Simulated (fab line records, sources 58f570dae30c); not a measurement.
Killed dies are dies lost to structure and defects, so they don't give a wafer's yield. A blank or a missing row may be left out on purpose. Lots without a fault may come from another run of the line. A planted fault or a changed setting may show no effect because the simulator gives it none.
Split-lot experiment | flow berkeley_cmos170 | 5 lots, 23 wafers read, on a route of 331 steps

THE SPLIT
At UCB170_PWELL_OXIDATION_02 (target thk 26.4 nm, ox time 1260 s), the setting temp_c was moved away from the recipe's 1000 C on 15 of the 23 wafers read, by -2.4% to +3.0%. The other wafers ran this setting at the recipe's value.

The file shows no step between the split and the reading.

THE READING
PWELL_OXIDE_THK, in nm, at UCB170_PWELL_THK_MEAS_03. Fault-free wafers of this fab line usually give 26.3 nm, standard deviation 0.48 nm.

wafer  | tool, chamber at the split | temp_c as run, C | against the recipe | PWELL_OXIDE_THK, nm | against lot-mates on the recipe
L075.1 | -, -                       | 1000             | recipe             | 25.5                | -
L075.2 | -, -                       | 1000             | recipe             | 25.5                | -
L075.3 | -, -                       | 1000             | recipe             | 25.5                | -
L075.4 | -, -                       | 1000             | recipe             | 25.2                | -
L075.6 | -, -                       | 1000             | recipe             | 25.9                | -
L078.3 | furnace-03, 0              | 1000             | recipe             | 26.6                | -
L078.4 | furnace-03, 0              | 1000             | recipe             | 26.8                | -
L078.6 | furnace-03, 0              | 1000             | recipe             | 26.9                | -
L080.1 | -, -                       | 1021             | +2.1%              | 32.0                | no lot-mate on the recipe
L080.2 | -, -                       | 1021             | +2.1%              | 31.8                | no lot-mate on the recipe
L080.3 | -, -                       | 1021             | +2.1%              | 31.4                | no lot-mate on the recipe
L080.5 | -, -                       | 1021             | +2.1%              | 31.8                | no lot-mate on the recipe
L080.6 | -, -                       | 1021             | +2.1%              | 31.3                | no lot-mate on the recipe
L081.1 | -, -                       | 975.8            | -2.4%              | 20.2                | no lot-mate on the recipe
L081.2 | -, -                       | 975.8            | -2.4%              | 20.0                | no lot-mate on the recipe
L081.3 | -, -                       | 975.8            | -2.4%              | 20.3                | no lot-mate on the recipe
L081.4 | -, -                       | 975.8            | -2.4%              | 20.2                | no lot-mate on the recipe
L081.6 | -, -                       | 975.8            | -2.4%              | 20.0                | no lot-mate on the recipe
L083.1 | -, -                       | 1030             | +3.0%              | 34.4                | no lot-mate on the recipe
L083.2 | -, -                       | 1030             | +3.0%              | 34.5                | no lot-mate on the recipe
L083.4 | -, -                       | 1030             | +3.0%              | 34.4                | no lot-mate on the recipe
L083.5 | -, -                       | 1030             | +3.0%              | 34.4                | no lot-mate on the recipe
L083.6 | -, -                       | 1030             | +3.0%              | 34.1                | no lot-mate on the recipe

THE FIT
A straight line over all 23 wafers: PWELL_OXIDE_THK changes by +2.62 nm for each +1% of temp_c; r = +1.00; the points scatter about the line by 0.48 nm.
Too few moved wafers have a lot-mate on the recipe to fit a line with each lot's own level taken away.

THE WHOLE CHAIN: every reading that the file lists as answering this split, in the file's order
step                      | what it does                       | reading                                                                            | change (the file's fit)              | r (the file's)
UCB170_PWELL_OXIDATION_02 | target thk 26.4 nm, ox time 1260 s | SiO2_of_PWELL_OXIDATION_02.thk_nm (the simulator's own value, which no gauge read) | +2.62 nm for each +1% of the setting | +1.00
UCB170_PWELL_THK_MEAS_03  |                                    | PWELL_OXIDE_THK                                                                    | +2.62 for each +1% of the setting    | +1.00

THE FILE'S OWN FIT
PWELL_OXIDE_THK changes by +2.62 nm for each +1% of temp_c, r = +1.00.
